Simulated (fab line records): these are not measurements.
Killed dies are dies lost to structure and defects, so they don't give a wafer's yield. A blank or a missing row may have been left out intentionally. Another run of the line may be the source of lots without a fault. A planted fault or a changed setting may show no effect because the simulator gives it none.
Lot-split experiment -- flow berkeley-cmos170 -- 23 wafers read from 5 lots, route of 331 steps

## SPLIT DETAILS
At UCB170_ACTIVE_CVD_05 (deposits Si3N4 from SiH2Cl2/NH3, target thk 220 nm, time 3300 s), the setting pressure-mtorr was moved away from the recipe's 200 mTorr on 15 of the 23 wafers read, by -6.0% to +6.3%. The other wafers ran this setting at the recipe's value.

The reading is taken at the split's own step.

## THE READING
Si3N4_of_ACTIVE_CVD_05.thk-nm (the simulator's own value, which no gauge read), in nm, at UCB170_ACTIVE_CVD_05 (deposits Si3N4 from SiH2Cl2/NH3, target thk 220 nm, time 3300 s). The file does not state a usual value for it. Average 219.6 nm, standard deviation 1.5 nm, over the 8 wafers here run with the recipe.

wafer,"tool, chamber at the split","pressure-mtorr as run, mTorr",against the recipe,"Si3N4_of_ACTIVE_CVD_05.thk-nm, nm",against lot-mates on the recipe
L074.1,"-, -",209.2,+4.6%,222.1,no lot-mate on the recipe
L074.3,"-, -",209.2,+4.6%,221,no lot-mate on the recipe
L074.4,"-, -",209.2,+4.6%,221.4,no lot-mate on the recipe
L074.5,"-, -",209.2,+4.6%,221.1,no lot-mate on the recipe
L074.6,"-, -",209.2,+4.6%,221.6,no lot-mate on the recipe
L076.3,"lpcvd-02, 1",200,recipe,221.8,-
L076.6,"lpcvd-02, 1",200,recipe,221.8,-
L076.5,"lpcvd-02, 1",200,recipe,220.1,-
L078.2,"-, -",188,-6.0%,217,no lot-mate on the recipe
L078.3,"-, -",188,-6.0%,215.8,no lot-mate on the recipe
L078.6,"-, -",188,-6.0%,215.8,no lot-mate on the recipe
L078.4,"-, -",188,-6.0%,214,no lot-mate on the recipe
L078.5,"-, -",188,-6.0%,215.1,no lot-mate on the recipe
L079.2,"-, -",200,recipe,219.7,-
L079.3,"-, -",200,recipe,218.3,-
L079.4,"-, -",200,recipe,219.5,-
L079.5,"-, -",200,recipe,217.5,-
L079.6,"-, -",200,recipe,218.4,-
L082.1,"-, -",212.7,+6.3%,221.1,no lot-mate on the recipe
L082.3,"-, -",212.7,+6.3%,222.9,no lot-mate on the recipe
L082.4,"-, -",212.7,+6.3%,221.6,no lot-mate on the recipe
L082.6,"-, -",212.7,+6.3%,221.6,no lot-mate on the recipe
L082.5,"-, -",212.7,+6.3%,221.5,no lot-mate on the recipe

THE FIT
A straight line over all 23 wafers: Si3N4_of_ACTIVE_CVD_05.thk-nm changes by +0.504 nm for each +1% of pressure-mtorr; r = +0.89; the points scatter about the line by 1.2 nm.
Too few moved wafers with a lot-mate on the recipe to fit a line net of each lot's own level.

## FILE'S OWN FIT
Si3N4_of_ACTIVE_CVD_05.thk-nm changes by +0.503 nm for each +1% of pressure-mtorr, r = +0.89.
